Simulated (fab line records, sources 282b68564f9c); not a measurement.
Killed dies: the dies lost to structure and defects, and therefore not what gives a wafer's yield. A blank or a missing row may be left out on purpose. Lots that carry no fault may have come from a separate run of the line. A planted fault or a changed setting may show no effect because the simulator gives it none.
fab line records ; flow ritCmos
record: lots: 7; wafers: 21; lastDay: 7
route steps=202 shown M1@184
lots with no fault: from the same line, run without faults
startH: hours from the record's first day to the start of the lot's first wafer shown ; waitH: how many hours have passed since the lot's step before this one ; " the same as in the row above ; L1.1+2: a row that stands for several wafers ; - no value, or no start given ; * or withheld: withheld ; < > ~ a bound
route shown NAME@n: names a module that has steps shown in the file, with the first one's number in the route ; usual: mean/standard deviation taken from wafers without a fault ; same: alike in all rows ; chamber/n: place in a boat ; sites: readings site by site ; _std_site: the values' standard deviation ; _edge_site: inner sites' mean taken away from outer sites' mean ; radiusMm: how far each site lies from the wafer's centre ; mask NAME#n: copy n ; behind: tool/chamber where the wafer was last shaped ; hold: reason for holding the lot/hours on hold/outcome of the hold ; device: the transistor (n, p or np) that didn't switch ; end of line: tests of these same wafers at the route's end ; where a step has no rows: the recipe by itself ; killed: count of dies lost to structure and defects at first sort (not the wafer's yield) ; map: shows each die of a wafer: x if killed, . if not, _ if none is there
set.NAME: setting as actually run; set.NAME@STEP: the setting as run at that earlier step ; model.NAME: the simulator's own value behind a step, which no gauge read
lots at selected steps of the route; one table per step, one row per wafer
services: from which hour (startH, from the record's first day; less than 0 if before it) a tool's chamber was out of use, for how many hours, and why
== steps ==
step: RIT_M1_SPUTTER_00
recipe: material: Al; targetThkNm: 400; powerW: 2000; chamberPressurePa: 0.4; gas: Ar; timeS: 500; substrateTempC: 25
usual: cathodeDcPowerW: 2000.0/0.31; throttleValvePct: 30.3/0.74
lot.wafer;tool;chamber;startH;waitH;cathodeDcPowerW;throttleValvePct
L802.2;pvdSputter-02;-;70.08;0.0;1999.3;31.4
L802.4;pvdSputter-02;-;70.08;0.0;2000.4;29.4
L802.5;pvdSputter-02;-;70.08;0.0;2000.2;31.5
L810.2;pvdSputter-01;-;110.37;0.0;2000.1;30.5
L810.4;pvdSputter-01;-;110.37;0.0;2000.7;29.9
L810.5;pvdSputter-01;-;110.37;0.0;1999.7;30.0
L814.1;pvdSputter-02;-;127.57;0.0;2000.3;31.5
L814.4;pvdSputter-02;-;127.57;0.0;2000.1;30.2
L814.6;pvdSputter-02;-;127.57;0.0;1999.9;30.0
L816.1;pvdSputter-02;-;138.06;0.0;1999.5;31.2
L816.3;pvdSputter-02;-;138.06;0.0;1999.7;31.3
L816.5;pvdSputter-02;-;138.06;0.0;2000.5;31.6
L818.2;pvdSputter-02;-;149.33;0.0;1999.7;31.2
L818.3;pvdSputter-02;-;149.33;0.0;2000.0;29.8
L818.6;pvdSputter-02;-;149.33;0.0;1999.9;30.0
L820.3;pvdSputter-02;-;160.69;0.0;2000.2;30.2
L820.4;pvdSputter-02;-;160.69;0.0;2000.2;31.5
L820.5;pvdSputter-02;-;160.69;0.0;1999.9;29.6
L822.3;pvdSputter-02;-;174.18;0.0;1999.6;29.5
L822.5;pvdSputter-02;-;174.18;0.0;2000.4;31.4
L822.6;pvdSputter-02;-;174.18;0.0;1999.5;31.2
step: RIT_M1_RS_MEAS_01
recipe: thkMeasGauge: four-point-probe; reads: Al_of_M1_SPUTTER_00
usual: M1_AL_RS: 0.0735/0.00066
lot.wafer;tool;chamber;startH;waitH;M1_AL_RS[ohm/sq]
L802.2;filmMetro-02;-;70.39;0.2;0.0733
L802.4;filmMetro-02;-;70.39;0.2;0.0725
L802.5;filmMetro-02;-;70.39;0.2;0.0729
L810.2;filmMetro-01;-;110.69;0.2;0.0753
L810.4;filmMetro-01;-;110.69;0.2;0.0748
L810.5;filmMetro-01;-;110.69;0.2;0.0742
L814.1;filmMetro-03;-;127.87;0.1;0.0730
L814.4;filmMetro-03;-;127.87;0.1;0.0737
L814.6;filmMetro-03;-;127.87;0.1;0.0730
L816.1;filmMetro-02;-;138.36;0.1;0.0737
L816.3;filmMetro-02;-;138.36;0.1;0.0736
L816.5;filmMetro-02;-;138.36;0.1;0.0733
L818.2;filmMetro-01;-;149.65;0.2;0.0742
L818.3;filmMetro-01;-;149.65;0.2;0.0741
L818.6;filmMetro-01;-;149.65;0.2;0.0742
L820.3;filmMetro-02;-;161.02;0.2;0.0731
L820.4;filmMetro-02;-;161.02;0.2;0.0728
L820.5;filmMetro-02;-;161.02;0.2;0.0735
L822.3;filmMetro-01;-;174.51;0.2;0.0730
L822.5;filmMetro-01;-;174.51;0.2;0.0737
L822.6;filmMetro-01;-;174.51;0.2;0.0736
step: RIT_M1_THK_MEAS_02
recipe: thkMeasGauge: xrf; reads: Al_of_M1_SPUTTER_00
usual: M1_AL_THK: 399/3.7
lot.wafer;tool;chamber;startH;waitH;M1_AL_THK[nm]
L802.2;filmMetro-02;-;70.50;0.1;402
L802.4;filmMetro-02;-;70.50;0.1;406
L802.5;filmMetro-02;-;70.50;0.1;404
L810.2;filmMetro-01;-;110.80;0.1;393
L810.4;filmMetro-01;-;110.80;0.1;402
L810.5;filmMetro-01;-;110.80;0.1;402
L814.1;filmMetro-03;-;127.99;0.1;399
L814.4;filmMetro-03;-;127.99;0.1;397
L814.6;filmMetro-03;-;127.99;0.1;394
L816.1;filmMetro-02;-;138.48;0.1;398
L816.3;filmMetro-02;-;138.48;0.1;399
L816.5;filmMetro-02;-;138.48;0.1;400
L818.2;filmMetro-01;-;149.76;0.1;398
L818.3;filmMetro-01;-;149.76;0.1;399
L818.6;filmMetro-01;-;149.76;0.1;400
L820.3;filmMetro-02;-;161.12;0.1;401
L820.4;filmMetro-02;-;161.12;0.1;400
L820.5;filmMetro-02;-;161.12;0.1;398
L822.3;filmMetro-01;-;174.61;0.1;401
L822.5;filmMetro-01;-;174.61;0.1;396
L822.6;filmMetro-01;-;174.61;0.1;399
step: RIT_M1_HMDS_03
recipe: primeTimeS: 60; primeTempC: 140
step: RIT_M1_COAT_04
recipe: resist: NOVOLAK; spinRpm: 2000; resistThkNm: 1300
step: RIT_M1_SOFTBAKE_05
recipe: resist: NOVOLAK; tempC: 90; timeS: 60
step: RIT_M1_EXPOSE_06
recipe: maskId: M12; na: 0.6; sourceShape: conventional; sigmaOuter: 0.5; targetCdNm: 2600; doseMj: 250
step: RIT_M1_PEB_07
recipe: resist: NOVOLAK; tempC: withheld; timeS: withheld
step: RIT_M1_DEVELOP_08
recipe: resist: NOVOLAK; developTimeS: 68; devTempC: 23
step: RIT_M1_CD_MEAS_09
recipe: targetCdNm: 2600
usual: cdNm: 2601.0/2.7
lot.wafer;tool;chamber;startH;waitH;cdNm
L802.2;cdSem-02;-;71.45;-;2600.3
L802.4;cdSem-02;-;71.45;-;2599.7
L802.5;cdSem-02;-;71.45;-;2600.9
L810.2;cdSem-02;-;112.08;-;2600.5
L810.4;cdSem-02;-;112.08;-;2600.1
L810.5;cdSem-02;-;112.08;-;2602.6
L814.1;cdSem-02;-;129.05;-;2601.5
L814.4;cdSem-02;-;129.05;-;2602.2
L814.6;cdSem-02;-;129.05;-;2604.2
L816.1;cdSem-02;-;139.42;-;2599.9
L816.3;cdSem-02;-;139.42;-;2600.6
L816.5;cdSem-02;-;139.42;-;2599.9
L818.2;cdSem-01;-;150.71;-;2601.3
L818.3;cdSem-01;-;150.71;-;2602.2
L818.6;cdSem-01;-;150.71;-;2603.1
L820.3;cdSem-01;-;162.20;-;2600.8
L820.4;cdSem-01;-;162.20;-;2602.1
L820.5;cdSem-01;-;162.20;-;2601.0
L822.3;cdSem-02;-;175.70;-;2593.7
L822.5;cdSem-02;-;175.70;-;2594.9
L822.6;cdSem-02;-;175.70;-;2595.1
step: RIT_M1_OVL_MEAS_10
usual: M1_OVL: 0.2/1.2
lot.wafer;tool;chamber;startH;waitH;M1_OVL[nm]
L802.2;overlay-02;-;71.56;0.1;1.0
L802.4;overlay-02;-;71.56;0.1;0.3
L802.5;overlay-02;-;71.56;0.1;1.1
L810.2;overlay-01;-;112.19;0.1;2.1
L810.4;overlay-01;-;112.19;0.1;2.0
L810.5;overlay-01;-;112.19;0.1;1.6
L814.1;overlay-01;-;129.17;0.1;1.0
L814.4;overlay-01;-;129.17;0.1;-0.7
L814.6;overlay-01;-;129.17;0.1;-0.1
L816.1;overlay-02;-;139.54;0.1;-0.1
L816.3;overlay-02;-;139.54;0.1;-0.3
L816.5;overlay-02;-;139.54;0.1;0.2
L818.2;overlay-02;-;150.81;0.1;-0.5
L818.3;overlay-02;-;150.81;0.1;-1.4
L818.6;overlay-02;-;150.81;0.1;-1.3
L820.3;overlay-01;-;162.30;0.1;-0.2
L820.4;overlay-01;-;162.30;0.1;-0.8
L820.5;overlay-01;-;162.30;0.1;-1.0
L822.3;overlay-01;-;175.79;0.1;0.3
L822.5;overlay-01;-;175.79;0.1;1.1
L822.6;overlay-01;-;175.79;0.1;-1.0
step: RIT_M1_HARDBAKE_11
recipe: resist: NOVOLAK; tempC: 140; timeS: 120
step: RIT_M1_METAL_ETCH_12
recipe: stopOn: SiO2; chemistry: Cl2/BCl3; target: Al; timeS: 165; overEtchFrac: 0.5; pressureMtorr: 100; targetDepthA: 6000; rfW: 250; Cl2_flow_sccm: 60; bcl3FlowSccm: 50
usual: chamberPressureMTorr: 100.00/0.09; drypumpMotorCurrentA: 5.9/0.47; oesProductAu: 0.774/0.011; throttleValvePct: 8.24/0.14
lot.wafer;tool;chamber;startH;waitH;chamberPressureMTorr;drypumpMotorCurrentA;oesProductAu;rfHoursCounterH;throttleValvePct;model.NOVOLAK_of_M1_COAT_04.thkNm
L802.2;rieMetal-02;0;71.84;0.2;99.89;5.3;0.772;2;8.40;800.9
L802.4;rieMetal-02;1;71.84;0.2;100.10;6.2;0.782;-;8.14;810.7
L802.5;rieMetal-02;0;71.84;0.2;100.11;5.3;0.782;-;8.40;797.6
L810.2;rieMetal-04;0;112.75;0.2;100.17;6.3;0.755;1;8.16;804.4
L810.4;rieMetal-04;0;112.75;0.2;100.17;6.3;0.755;-;8.17;806.8
L810.5;rieMetal-04;1;112.75;0.2;100.06;5.4;0.763;-;8.05;801
L814.1;rieMetal-02;1;129.46;0.2;100.01;6.2;0.781;3;8.14;804.1
L814.4;rieMetal-02;1;129.46;0.2;100.00;6.2;0.776;-;8.15;800.2
L814.6;rieMetal-02;0;129.46;0.2;79.95;5.3;0.785;-;8.40;805.6
L816.1;rieMetal-02;0;140.00;0.2;80.06;5.3;0.770;3;8.38;804.2
L816.3;rieMetal-02;1;140.00;0.2;100.01;6.2;0.776;-;8.13;805.6
L816.5;rieMetal-02;0;140.00;0.2;79.91;5.3;0.776;-;8.39;804.1
L818.2;rieMetal-02;0;151.09;0.2;80.01;5.3;0.775;3;8.39;808.4
L818.3;rieMetal-02;1;151.09;0.2;99.96;6.2;0.769;-;8.14;809.4
L818.6;rieMetal-02;0;151.09;0.2;79.90;5.4;0.774;-;8.40;810.9
L820.3;rieMetal-04;1;162.63;0.2;99.93;5.4;0.780;-;8.05;812.8
L820.4;rieMetal-04;0;162.63;0.2;100.02;6.3;0.771;-;8.14;812.9
L820.5;rieMetal-04;0;162.63;0.2;99.95;6.3;0.772;-;8.17;810.3
L822.3;rieMetal-01;0;176.12;0.2;100.04;5.9;0.788;-;8.42;806.1
L822.5;rieMetal-01;0;176.12;0.2;100.11;5.9;0.777;-;8.41;810.7
L822.6;rieMetal-01;1;176.12;0.2;99.99;6.7;0.758;-;8.31;806
step: RIT_M1_STRIP_13
recipe: chemistry: nmp; resist: NOVOLAK; tempC: 80; timeS: 600; dry: n2Spin
step: RIT_M1_PROBE_99
usual: defectLimitedYield: 97.5/1.2; killedAtContacts: 0.1/0.32; killedAtFrontEnd: 6/3.1; killedDies: 7/3.2; killedOpen: 3.1/1.9; killedShort: 3.5/2.2; sort_bin_3_pad_short: 0.2/0.24; sort_bin_5_function: 1.5/0.86; sort_bin_6_memory: 0.9/0.59; sortNPass: 257/3.2; sortYieldPct: 97.5/1.2
same: grossDies: 264; killed_at_M0_to_M3: 0; killed_at_M4_up: 0; killedAtBackSide: 0; killedAtOther: 0
lot.wafer;tool;chamber;startH;waitH;defectLimitedYield[%];killedAtContacts;killedAtFrontEnd;killedDies;killedOpen;killedShort;sort_bin_3_pad_short[%];sort_bin_5_function[%];sort_bin_6_memory[%];sortNPass;sortYieldPct[%]
L802.2;prober-01;-;74.14;0.1;98.9;0;3;3;1;2;0;0.8;0.4;261;98.9
L802.4;prober-01;-;74.24;0.2;95.8;0;11;11;5;6;0;2.7;1.5;253;95.8
L802.5;prober-01;-;74.29;0.2;98.1;0;5;5;1;4;0;1.9;0;259;98.1
L810.2;prober-01;-;115.29;0.1;98.5;0;4;4;2;2;0.4;0.8;0.4;260;98.5
L810.4;prober-01;-;115.39;0.2;97.0;0;8;8;3;5;0;2.3;0.8;256;97.0
L810.5;prober-01;-;115.44;0.2;97.3;0;7;7;1;6;0;1.1;1.5;257;97.3
L814.1;prober-02;-;131.71;0.1;97.7;0;6;6;4;2;0.4;1.1;0.8;258;97.7
L814.4;prober-02;-;131.86;0.2;97.3;0;7;7;4;3;0;1.1;1.5;257;97.3
L814.6;prober-02;-;131.96;0.2;98.1;0;5;5;1;4;0.8;0.4;0.8;259;98.1
L816.1;prober-02;-;142.25;0.1;98.9;1;2;3;3;0;0;0;1.1;261;98.9
L816.3;prober-02;-;142.35;0.2;98.1;0;5;5;2;3;0.4;0;1.5;259;98.1
L816.5;prober-02;-;142.45;0.2;95.1;0;13;13;5;8;0;3.8;1.1;251;95.1
L818.2;prober-02;-;153.40;0.1;98.1;0;5;5;3;2;0.4;1.5;0;259;98.1
L818.3;prober-02;-;153.45;0.2;97.7;0;6;6;2;4;0.4;1.1;0.8;258;97.7
L818.6;prober-02;-;153.60;0.2;99.2;0;2;2;2;0;0;0.4;0.4;262;99.2
L820.3;prober-02;-;164.92;0.2;96.6;1;8;9;4;5;0.4;1.1;1.9;255;96.6
L820.4;prober-02;-;164.97;0.2;96.2;1;9;10;3;7;0;2.7;1.1;254;96.2
L820.5;prober-02;-;165.02;0.2;98.1;0;5;5;2;3;0;1.1;0.8;259;98.1
L822.3;prober-01;-;178.43;0.2;100.0;0;0;0;0;0;0;0;0;264;100.0
L822.5;prober-01;-;178.53;0.2;97.7;0;6;6;0;6;0;1.1;1.1;258;97.7
L822.6;prober-01;-;178.58;0.2;98.5;0;4;4;3;1;0;1.1;0.4;260;98.5
killed by level:class
L802.2 REOX:geometricParticle:short=2 REOX:geometricParticle:open=1
L802.4 FOX2:geometricParticle:short=3 FOX2:geometricParticle:open=2 GATE:geometricParticle:open=2 ACTIVE:geometricParticle:open=1 FOX1:geometricParticle:short=1 GATE:geometricParticle:short=1 REOX:geometricParticle:short=1
L802.5 REOX:geometricParticle:short=3 FOX1:geometricParticle:open=1 FOX1:geometricParticle:short=1
L810.2 FOX1:geometricParticle:open=2 FOX1:geometricParticle:short=1 SPACER:geometricParticle:short=1
L810.4 REOX:geometricParticle:short=2 SPACER:geometricParticle:open=2 GATE:geometricParticle:short=1 SPACER:geometricParticle:short=1 SILICIDE:geometricParticle:short=1 SILICIDE:geometricParticle:open=1
L810.5 FOX2:geometricParticle:short=2 GATE:geometricParticle:short=1 GATE:geometricParticle:open=1 REOX:geometricParticle:short=1 SPACER:geometricParticle:short=1 SILICIDE:geometricParticle:short=1
L814.1 SILICIDE:geometricParticle:open=3 GATE:geometricParticle:short=1 REOX:geometricParticle:open=1 REOX:geometricParticle:short=1
L814.4 FOX1:geometricParticle:open=2 GATE:geometricParticle:short=2 FOX1:geometricParticle:short=1 GATE:geometricParticle:open=1 SPACER:geometricParticle:open=1
L814.6 GATE:geometricParticle:short=3 GATE:geometricParticle:open=1 REOX:geometricParticle:short=1
L816.1 GATE:geometricParticle:open=2 CONTACT:geometricParticle:open=1
L816.3 GATE:geometricParticle:open=2 GATE:geometricParticle:short=1 SPACER:geometricParticle:short=1 SILICIDE:geometricParticle:short=1
L816.5 GATE:geometricParticle:short=4 GATE:geometricParticle:open=3 FOX1:geometricParticle:short=1 FOX2:geometricParticle:open=1 FOX2:geometricParticle:short=1 REOX:geometricParticle:open=1 SPACER:geometricParticle:short=1 SILICIDE:geometricParticle:short=1
L818.2 GATE:geometricParticle:open=2 FOX1:geometricParticle:short=1 GATE:geometricParticle:short=1 REOX:geometricParticle:open=1
L818.3 REOX:geometricParticle:short=2 FOX1:geometricParticle:short=1 GATE:geometricParticle:short=1 GATE:geometricParticle:open=1 SPACER:geometricParticle:open=1
L818.6 GATE:geometricParticle:open=2
L820.3 GATE:geometricParticle:short=4 FOX1:geometricParticle:open=1 GATE:geometricParticle:open=1 SPACER:geometricParticle:open=1 SPACER:geometricParticle:short=1 CONTACT:geometricParticle:open=1
L820.4 FOX1:geometricParticle:short=2 FOX2:geometricParticle:short=2 GATE:geometricParticle:short=2 GATE:geometricParticle:open=2 SPACER:geometricParticle:open=1 CONTACT:geometricParticle:short=1
L820.5 GATE:geometricParticle:short=3 GATE:geometricParticle:open=1 SPACER:geometricParticle:open=1
L822.5 FOX1:geometricParticle:short=2 GATE:geometricParticle:short=2 REOX:geometricParticle:short=1 SPACER:geometricParticle:short=1
L822.6 GATE:geometricParticle:open=1 GATE:geometricParticle:short=1 REOX:geometricParticle:open=1 SILICIDE:geometricParticle:open=1
== services ==
tool;chamber;startH;hours;kind
pvdSputter-01;-;53.00;2.6;repair
pvdSputter-02;-;81.01;1.1;repair
rieMetal-01;1;86.08;21.7;repair
rieMetal-02;1;86.76;3.3;repair
rieMetal-01;-;136.12;20.0;pm
rieMetal-01;0;136.12;20.0;ventCycle
rieMetal-01;1;136.12;20.0;ventCycle
rieMetal-01;0;156.12;-;clean
rieMetal-01;1;156.12;-;clean
pvdSputter-02;-;172.59;1.0;repair
== key ==
firstSign: step: RIT_M1_METAL_ETCH_12; reading: chamberPressureMTorr; direction: down; sigmas: 99+; usual: 100.00; struck: 79.97
effect none on later readings
modelEffect: step: RIT_M1_METAL_ETCH_12; value: NOVOLAK_of_M1_COAT_04.thkNm; without: 798.5; struck: 806.6
metAt RIT_M1_METAL_ETCH_12
struckWafers L814.6,L816.1,L816.5,L818.2,L818.6
onsetBetween 71.84 129.46
fault: kind: processParameterDrift; tool: rieMetal-02; chamber: 0; onsetH: 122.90; steps: RIT_M1_METAL_ETCH_12; channel: pressureMtorr; offset: -20; shape: step; endH: 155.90; stated: 100
